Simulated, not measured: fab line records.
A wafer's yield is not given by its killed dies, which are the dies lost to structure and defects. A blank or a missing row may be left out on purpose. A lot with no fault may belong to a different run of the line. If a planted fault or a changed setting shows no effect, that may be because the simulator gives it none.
Struck lot and sound lot, side by side / flow berkeley_cmos170 / 43 steps out of a route of 331
Sound: these wafers, L584.3, L584.4, L584.6. Struck: wafer L605.6. The cause comes at the end.
At each step with rows: each side's tool, then ch and its chambers, then its first start. Under that, the readings that differ: sound wafers / struck wafers / difference of the means / sigmas: that difference in standard deviations of wafers without a fault.
alike: same words and numbers on both sides, and readings whose means sit less than 2 such deviations apart. not compared: any withheld reading, any reading some wafer has no value for, any bound like >300 that may hide the same value, and any number with overlapping values for which the record gives no deviation.
Wherever a step has rows on one side only, a row that says differs or no value, or a row with sigmas, the two part there. Non-overlapping numbers with no deviation appear without sigmas and do not part them. Lack of a reading on every wafer of one side parts them only where that side has two or more wafers.

first, 6 steps without rows for these wafers: UCB170_V1_HMDS_06 (prime time 60 s); UCB170_V1_COAT_07 (resist thk 900 nm); UCB170_V1_SOFTBAKE_08 (time 60 s); UCB170_V1_EXPOSE_09 (exposes mask VIA1, target cd 700 nm); UCB170_V1_PEB_10; UCB170_V1_DEVELOP_11 (develop time 45 s).
UCB170_V1_CD_MEAS_12: the cd target is 700 nm.
  sound: cd_sem-02 at day 8 17:25; struck: cd_sem-01 at day 12 12:50
  alike: cd_nm
UCB170_V1_OVL_MEAS_13:
  sound: overlay-02 at day 8 17:30; struck: overlay-02 at day 12 12:53
  alike: V1_OVL
UCB170_V1_ETCH_14: etches SiO2 in CHF3/CF4/Ar, stops on Al, target depth 1250 nm, time 291 s.
  sound on rie_diel-02 ch 0,2,3, day 8 17:31; struck on rie_diel-02 ch 1, day 12 12:59
reading=throttle_valve_pct (%); sound=7.12 7.22 7.06; struck=6.90; difference=-0.23; sigmas=-3
  alike: cf4_flow_sccm, drypump_motor_current_A, oes_product_au
  not compared: rf_hours_counter_h
then, 1 step without rows for these wafers: UCB170_V1_STRIP_15 (strips in O2).
UCB170_V1_CD_MEAS_90: the cd target is 700 nm.
  sound: cd_sem-02 at day 8 17:50; struck: cd_sem-02 at day 12 13:16
  alike: cd_nm
then, 1 step without rows for these wafers: UCB170_M2_PRE_CLEAN_00 (preclean etch time 60 s).
UCB170_M2_SPUTTER_01: material Al, target thk 900 nm, time 120 s.
  sound: pvd_sputter-02 at day 8 17:59; struck: pvd_sputter-03 at day 12 13:24
reading=throttle_valve_pct (%); sound=27.8 28.6 28.5; struck=31.4; difference=+3.1; sigmas=+2
reading=model.Al_of_M2_SPUTTER_01.thk_nm (nm); sound=913.3 913.4 907.7; struck=345.4; difference=-566.1; sigmas=
UCB170_M2_RS_MEAS_02: a four-point-probe measurement.
  sound: film_metro-01 at day 8 18:07; struck: film_metro-01 at day 12 13:50
reading=M2_AL_RS (ohm/sq); sound=0.0317 0.0317 0.0319; struck=0.0854; difference=+0.0536; sigmas=+99 or more
  not compared: hold
UCB170_M2_THK_MEAS_03: measures by xrf.
  sound: film_metro-01 at day 8 18:13; struck: film_metro-01 at day 12 15:53
reading=M2_AL_THK (nm); sound=925 926 917; struck=351; difference=-572; sigmas=-58
  not compared: hold
then, 2 steps without rows for these wafers: UCB170_M2_COAT_05 (resist thk 900 nm); UCB170_M2_SOFTBAKE_06 (time 60 s).
UCB170_M2_STRIP_07: strips in O2.
  sound on plasma_asher-04 ch 0,1, day 8 18:44; struck on plasma_asher-04 ch 1, day 12 17:53
  alike: drypump_motor_current_A, oes_product_au, strip_time_to_endpoint_s
  not compared: rf_hours_counter_h
then, 7 steps without rows for these wafers: UCB170_M2_STRIP_08 (strips KrF in DMSO, time 600 s); UCB170_M2_COAT_09; UCB170_M2_COAT_10 (resist thk 900 nm); UCB170_M2_SOFTBAKE_11 (time 60 s); UCB170_M2_EXPOSE_12 (exposes mask METAL2, target cd 700 nm); UCB170_M2_PEB_13; UCB170_M2_DEVELOP_14 (develop time 45 s).
UCB170_M2_CD_MEAS_15: the cd target is 700 nm.
  sound: cd_sem-01 at day 8 20:29; struck: cd_sem-01 at day 12 19:14
  alike: cd_nm
UCB170_M2_OVL_MEAS_16:
  sound: overlay-02 at day 8 20:35; struck: overlay-01 at day 12 19:17
  alike: M2_OVL
UCB170_M2_ETCH_17: etches BARC in N2/H2.
  sound on rie_diel-04 ch 2,3, day 8 20:37; struck on rie_diel-03 ch 2, day 12 19:21
reading=oes_product_au (a.u.); sound=0.964 0.995 0.963; struck=1.025; difference=+0.051; sigmas=+2
  alike: drypump_motor_current_A, n2_flow_sccm, throttle_valve_pct
UCB170_M2_METAL_ETCH_18: etches Al in Cl2/BCl3, stops on SiO2, target depth 1170 nm, time 195 s.
  sound on rie_metal-04 ch 0,1, day 8 20:43; struck on rie_metal-03 ch 0, day 12 19:30
reading=oes_product_au (a.u.); sound=0.866 0.862 0.857; struck=0.568; difference=-0.294; sigmas=-27
  alike: drypump_motor_current_A, mfc_cl2_sccm, throttle_valve_pct
  not compared: rf_hours_counter_h
then, 1 step without rows for these wafers: UCB170_M2_STRIP_19 (strips in O2).
UCB170_M2_CD_MEAS_90: the cd target is 700 nm.
  sound: cd_sem-01 at day 8 20:59; struck: cd_sem-02 at day 12 19:46
  alike: cd_nm
UCB170_V2_CVD_00: deposits SiO2 from TEOS/O2, target thk 2000 nm, time 250 s.
  sound on pecvd-02 ch 0,2, day 8 21:04; struck on pecvd-01 ch 0, day 12 19:52
  alike: heater_power_w
  not compared: since_wet_clean_h
UCB170_V2_THK_MEAS_01:
  sound: film_metro-03 at day 8 21:14; struck: film_metro-04 at day 12 19:59
  alike: V2_TEOS_THK
UCB170_V2_CMP_02: polishes SiO2.
  sound on cmp-01 ch 0,2, day 8 21:20; struck on cmp-01 ch 1, day 12 20:12
  alike: motor_current_A
UCB170_V2_BOW_MEAS_03:
  sound: film_metro-02 at day 8 21:37; struck: film_metro-03 at day 12 20:24
  alike: V2_BOW
UCB170_V2_THK_MEAS_04:
  sound: film_metro-02 at day 8 21:43; struck: film_metro-03 at day 12 20:28
  alike: V2_POLISHED_THK
then, 5 steps without rows for these wafers: UCB170_V2_CLEAN_05 (cleans in DIW); UCB170_V2_HMDS_06 (prime time 60 s); UCB170_V2_COAT_07 (resist thk 900 nm); UCB170_V2_SOFTBAKE_08 (time 60 s); UCB170_V2_EXPOSE_09 (exposes mask VIA2, target cd 700 nm).
UCB170_V2_ETCH_14: etches SiO2 in CHF3/CF4/Ar, stops on Al, target depth 1250 nm, time 291 s.
  sound on rie_diel-01 ch 0,1,2, day 9 02:01; struck on rie_diel-03 ch 1, day 12 22:00
reading=oes_product_au (a.u.); sound=0.869 0.881 0.871; struck=0.844; difference=-0.030; sigmas=-2
reading=model.Al_of_M2_SPUTTER_01.thk_nm (nm); sound=913.3 913.4 907.5; struck=345.1; difference=-566.3; sigmas=
  alike: cf4_flow_sccm, drypump_motor_current_A, throttle_valve_pct
  not compared: rf_hours_counter_h
UCB170_M3_PROBE_99:
  sound: prober-02 at day 9 06:53; struck: prober-01 at day 13 01:15
reading=model.etest.antenna_m2.gate_log10_a_cm2; sound=-7.676 -7.658 -7.858; struck=-7.165; difference=+0.566; sigmas=
reading=model.etest.antenna_m2.vt_shift_v (V); sound=-0.01572 -0.01636 -0.01603; struck=-0.02476; difference=-0.00872; sigmas=

WHERE THEY PART
At UCB170_V1_ETCH_14 first; at UCB170_V2_ETCH_14 last (within this record only).

WHY: what had been put in by the simulator
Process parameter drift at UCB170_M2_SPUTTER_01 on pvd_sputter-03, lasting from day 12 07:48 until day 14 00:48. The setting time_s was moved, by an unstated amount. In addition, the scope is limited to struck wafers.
